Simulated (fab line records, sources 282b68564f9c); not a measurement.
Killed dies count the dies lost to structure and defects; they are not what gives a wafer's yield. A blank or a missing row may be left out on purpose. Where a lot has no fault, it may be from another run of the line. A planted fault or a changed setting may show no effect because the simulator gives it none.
Which tool did it?	flow rit_cmos	39 wafers from 13 lots sampled at 6 of the route's 202 steps

## WHAT THE GAUGES SHOWED, per wafer
RIT_ACTIVE_BOW_MEAS_00.
lot	measured	on	INCOMING_BOW (um)
L719	day 1 10:00	film_metro-04	3 1 -4
L721	day 1 20:00	film_metro-04	3 4 3
L725	day 2 16:00	film_metro-01	-6 -8 1
L726	day 2 21:00	film_metro-01	5 -3 4
L727	day 3 02:02	film_metro-02	-7 13 5
L728	day 3 07:00	film_metro-02	2 3 2
L730	day 3 17:01	film_metro-01	-2 -3 -10
L731	day 3 22:00	film_metro-02	1 -1 0
L732	day 4 03:04	film_metro-01	-6 -5 -3
L734	day 4 13:02	film_metro-02	-4 3 4
L735	day 4 18:00	film_metro-01	-2 8 4
L737	day 5 04:01	film_metro-02	7 7 3
L738	day 5 09:04	film_metro-04	3 4 -1

RIT_GATE_THK_MEAS_07.
lot	measured	on	GATE_OXIDE_THK (nm)
L719	day 2 14:20	film_metro-02	2.98 2.93 3.06
L721	day 3 00:14	film_metro-03	2.98 2.96 2.99
L725	day 3 17:31	film_metro-03	2.92 2.92 2.93
L726	day 3 21:14	film_metro-03	3.01 2.98 3.02
L727	day 4 04:10	film_metro-03	3.02 3.04 3.13
L728	day 4 12:49	film_metro-04	2.97 3.07 3.00
L730	day 4 17:26	film_metro-04	3.03 3.05 2.92
L731	day 5 01:52	film_metro-02	3.10 3.02 3.02
L732	day 5 03:58	film_metro-04	2.97 2.98 2.92
L734	day 5 15:58	film_metro-02	2.94 3.07 3.07
L735	day 5 20:03	film_metro-03	2.95 2.96 2.93
L737	day 6 08:34	film_metro-04	3.03 3.07 3.06
L738	day 6 10:42	film_metro-04	2.99 2.94 2.99

RIT_M1_RS_MEAS_01: a four-point-probe measurement.
lot	measured	on	M1_AL_RS (ohm/sq)
L719	day 3 09:31	film_metro-02	0.0737 0.0724 0.0728
L721	day 3 21:19	film_metro-01	0.0731 0.0729 0.0733
L725	day 4 13:02	film_metro-01	0.0715 0.0723 0.0738
L726	day 4 16:50	film_metro-04	0.0747 0.0736 0.0739
L727	day 5 01:39	film_metro-04	0.0741 0.0729 0.0725
L728	day 5 09:20	film_metro-01	0.0732 0.0732 0.0731
L730	day 5 14:35	film_metro-04	0.0729 0.0728 0.0725
L731	day 5 21:58	film_metro-02	0.0711 0.0725 0.0714
L732	day 6 01:55	film_metro-04	0.0736 0.0733 0.0729
L734	day 6 11:29	film_metro-04	0.0741 0.0732 0.0739
L735	day 6 17:00	film_metro-02	0.0722 0.0424 0.0424
L737	day 7 04:46	film_metro-02	0.0720 0.0727 0.0423
L738	day 7 06:47	film_metro-01	0.0737 0.0739 0.0732

RIT_M1_THK_MEAS_02: measures by xrf.
lot	measured	on	M1_AL_THK (nm)
L719	day 3 09:38	film_metro-02	399 405 405
L721	day 3 21:26	film_metro-01	395 396 390
L725	day 4 13:09	film_metro-01	402 400 391
L726	day 4 16:58	film_metro-04	391 396 394
L727	day 5 01:45	film_metro-04	391 399 399
L728	day 5 09:28	film_metro-01	394 397 399
L730	day 5 14:42	film_metro-04	398 401 400
L731	day 5 22:05	film_metro-02	414 406 411
L732	day 6 02:00	film_metro-04	396 398 398
L734	day 6 11:35	film_metro-04	394 397 392
L735	day 6 17:07	film_metro-02	412 690 690
L737	day 7 04:52	film_metro-02	410 404 688
L738	day 7 06:53	film_metro-01	395 392 398

## WHAT TOOL EACH LOT RAN ON (gives the tool, then ch and the chambers of the sampled wafers, and finally the start)
lot	RIT_PWELL_STRIP_09	RIT_M1_SPUTTER_00
L719	plasma_asher-03 ch 1, day 2 00:13	pvd_sputter-04, day 3 09:14
L721	plasma_asher-02 ch 0,1, day 2 10:20	pvd_sputter-04, day 3 21:02
L725	plasma_asher-02 ch 0,1, day 3 05:56	pvd_sputter-04, day 4 12:44
L726	plasma_asher-04 ch 1, day 3 10:29	pvd_sputter-01, day 4 16:33
L727	plasma_asher-02 ch 0,1, day 3 16:43	pvd_sputter-04, day 5 01:19
L728	plasma_asher-03 ch 0,1, day 4 00:50	pvd_sputter-01, day 5 09:03
L730	plasma_asher-02 ch 1, day 4 06:32	pvd_sputter-02, day 5 14:17
L731	plasma_asher-03 ch 0,1, day 4 12:10	pvd_sputter-04, day 5 21:40
L732	plasma_asher-03 ch 0,1, day 4 17:02	pvd_sputter-02, day 6 01:34
L734	plasma_asher-02 ch 0,1, day 5 02:52	pvd_sputter-01, day 6 11:09
L735	plasma_asher-04 ch 0,1, day 5 08:05	pvd_sputter-04, day 6 16:43
L737	plasma_asher-04 ch 0,1, day 5 20:38	pvd_sputter-04, day 7 04:27
L738	plasma_asher-03 ch 0,1, day 5 23:08	pvd_sputter-01, day 7 06:26
- RIT_PWELL_STRIP_09: strips in O2, time 180 s.
- RIT_M1_SPUTTER_00: material Al, target thk 400 nm, time 500 s.

## WHAT THE TOOLS THEMSELVES READ (means of the sampled wafers that have a number; where no wafer has one, the mark that the record gives instead)
RIT_PWELL_STRIP_09.
lot	tool	drypump_motor_current_A (A)
L719	plasma_asher-03	5.4
L721	plasma_asher-02	5.6
L725	plasma_asher-02	5.9
L726	plasma_asher-04	6.0
L727	plasma_asher-02	5.6
L728	plasma_asher-03	5.2
L730	plasma_asher-02	5.2
L731	plasma_asher-03	5.2
L732	plasma_asher-03	5.2
L734	plasma_asher-02	5.6
L735	plasma_asher-04	5.5
L737	plasma_asher-04	5.5
L738	plasma_asher-03	5.3

RIT_M1_SPUTTER_00.
lot	tool	throttle_valve_pct (%)
L719	pvd_sputter-04	30.7
L721	pvd_sputter-04	30.4
L725	pvd_sputter-04	29.8
L726	pvd_sputter-01	28.7
L727	pvd_sputter-04	29.8
L728	pvd_sputter-01	29.0
L730	pvd_sputter-02	29.9
L731	pvd_sputter-04	30.1
L732	pvd_sputter-02	29.6
L734	pvd_sputter-01	28.5
L735	pvd_sputter-04	30.4
L737	pvd_sputter-04	30.0
L738	pvd_sputter-01	29.1

## THE ANSWER, worked out from the rows above alone
Rule: what is usual is taken from the lots themselves. The widest of any qualifying gaps counts: lots, ordered by their means at a reading, are off when they make up no more than a third of the lots, leave a main group of 4 or more, and stand apart from it by 3 or more times the standard deviation of that group's means. A main group whose means are all the same, to the digits that the tables above print for the reading, isn't used. Also off: a lot with no number at a reading for which 4 or more lots have one. Where the step has rows for the other lots, those lots are counted as sound. First the gauges in route order, then the tools' own readings, where a lot's mean is used as printed above. At the first step where some lot is off, the reading lying furthest off is the one used; lots without a number count as furthest.
Off: L735, L737, seen at RIT_M1_RS_MEAS_01 (M1_AL_RS). Mean 0.0731 ohm/sq and standard deviation 0.00061 in the main group.
A tool fits if, at a process step before that reading, it ran every lot that is off, and no sound lot after the first of them. The gauges at RIT_M1_RS_MEAS_01 are tried like those tools. Can't be told from this: 3 tools fit, plasma_asher-04 at RIT_PWELL_STRIP_09, pvd_sputter-04 at RIT_M1_SPUTTER_00, film_metro-02 at RIT_M1_RS_MEAS_01.

## WHAT WAS PUT IN BY THE SIMULATOR
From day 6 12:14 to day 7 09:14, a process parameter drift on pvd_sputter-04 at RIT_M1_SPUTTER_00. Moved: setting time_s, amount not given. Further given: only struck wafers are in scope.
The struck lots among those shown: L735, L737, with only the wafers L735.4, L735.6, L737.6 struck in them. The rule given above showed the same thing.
